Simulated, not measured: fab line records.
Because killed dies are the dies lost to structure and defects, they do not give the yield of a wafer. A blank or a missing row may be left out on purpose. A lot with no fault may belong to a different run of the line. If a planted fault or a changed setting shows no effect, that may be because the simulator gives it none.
A struck lot beside a sound one | flow ritCmos | 19 out of 202 route steps
Sound: wafers L503.1, L503.2, L503.6. Wafers struck: L510.1, L510.5, L510.6. The cause comes at the end.
For every step that has rows: the tool of each side, followed by ch and its chambers, followed by its first start. Under that, the readings that differ: sound wafers | struck wafers | difference of the means | sigmas: that difference in standard deviations of wafers without a fault.
alike: words and numbers the same on both sides, and readings whose means are apart by under 2 such deviations; not compared: readings that were withheld, readings missing a value for some wafer, numbers with overlapping values and no deviation given by the record, and bounds like >300 which may hide the same value.
The two part at a step that has a row with sigmas, a row that says differs or no value, or rows on one side only. Non-overlapping numbers with no deviation appear without sigmas and do not part them. Lack of a reading on every wafer of one side parts them only where that side has two or more wafers.

RIT_PLDD_TW_MEAS_10:
  sound on filmMetro-02 at day 5 01:27; struck on filmMetro-02 at day 6 07:29
  alike: PLDD_TW
then, 4 steps without rows for these wafers: RIT_SPACER_CLEAN_00 (cleans in SC1, time 600 s); RIT_SPACER_CLEAN_01 (cleans in dHF, time 30 s); RIT_SPACER_CLEAN_02 (cleans in SC2, time 600 s); RIT_SPACER_CVD_03 (deposits Si3N4 from SiH2Cl2/NH3, target thk 250 nm, time 3300 s).
RIT_SPACER_THK_MEAS_04:
  sound on filmMetro-04 at day 5 03:49; struck on filmMetro-03 at day 6 09:49
reading                 | sound             | struck            | difference | sigmas
SPACER_NITRIDE_THK (nm) | 245.8 249.0 246.0 | 252.1 253.1 252.5 | +5.6       | +2
RIT_SPACER_ETCHBACK_05: etches Si3N4 in SF6/CHF3, stops on SiO2, target depth 250 nm, time 240 s.
  sound on rieDiel-01 ch 2,3, day 5 03:53; struck on rieDiel-04 ch 1,2, day 6 09:53
  alike: drypumpMotorCurrentA, oesProductAu, throttleValvePct
  not compared: rfHoursCounterH
then, 5 steps without rows for these wafers: RIT_NSD_HMDS_00 (prime time 60 s); RIT_NSD_COAT_01 (resist thk 1000 nm); RIT_NSD_SOFTBAKE_02 (time 60 s); RIT_NSD_EXPOSE_03 (exposes mask M9, target cd 40700 nm); RIT_NSD_PEB_04.
RIT_NSD_DEVELOP_05: develop time 50 s.
  sound on lithoTrack-02 ch 0, day 5 04:00; struck on lithoTrack-04 ch 0, day 6 10:00
  alike: chillPlateTempC
RIT_NSD_OVL_MEAS_06:
  sound on overlay-02 at day 5 04:53; struck on overlay-01 at day 6 10:53
  alike: NSD_OVL
then, 2 steps without rows for these wafers: RIT_NSD_HARDBAKE_07 (time 60 s); RIT_NSD_IMPLANT_08.
RIT_NSD_STRIP_09: strips in O2, time 180 s.
  sound on plasmaAsher-03 ch 0,1, day 5 05:13; struck on plasmaAsher-03 ch 0,1, day 6 11:13
  alike: drypumpMotorCurrentA
  not compared: rfHoursCounterH
RIT_NSD_TW_MEAS_10:
  sound on filmMetro-02 at day 5 05:23; struck on filmMetro-01 at day 6 11:23
reading | sound          | struck   | difference | sigmas
NSD_TW  | 3086 3093 3071 | 30 30 30 | -3053      | -99 or more
then, 1 step without rows for these wafers: RIT_PSD_HMDS_00 (prime time 60 s).

== WHERE THEY PART ==
Earliest at RIT_SPACER_THK_MEAS_04; latest, in this record, at RIT_NSD_TW_MEAS_10.

WHY: what had been put in by the simulator
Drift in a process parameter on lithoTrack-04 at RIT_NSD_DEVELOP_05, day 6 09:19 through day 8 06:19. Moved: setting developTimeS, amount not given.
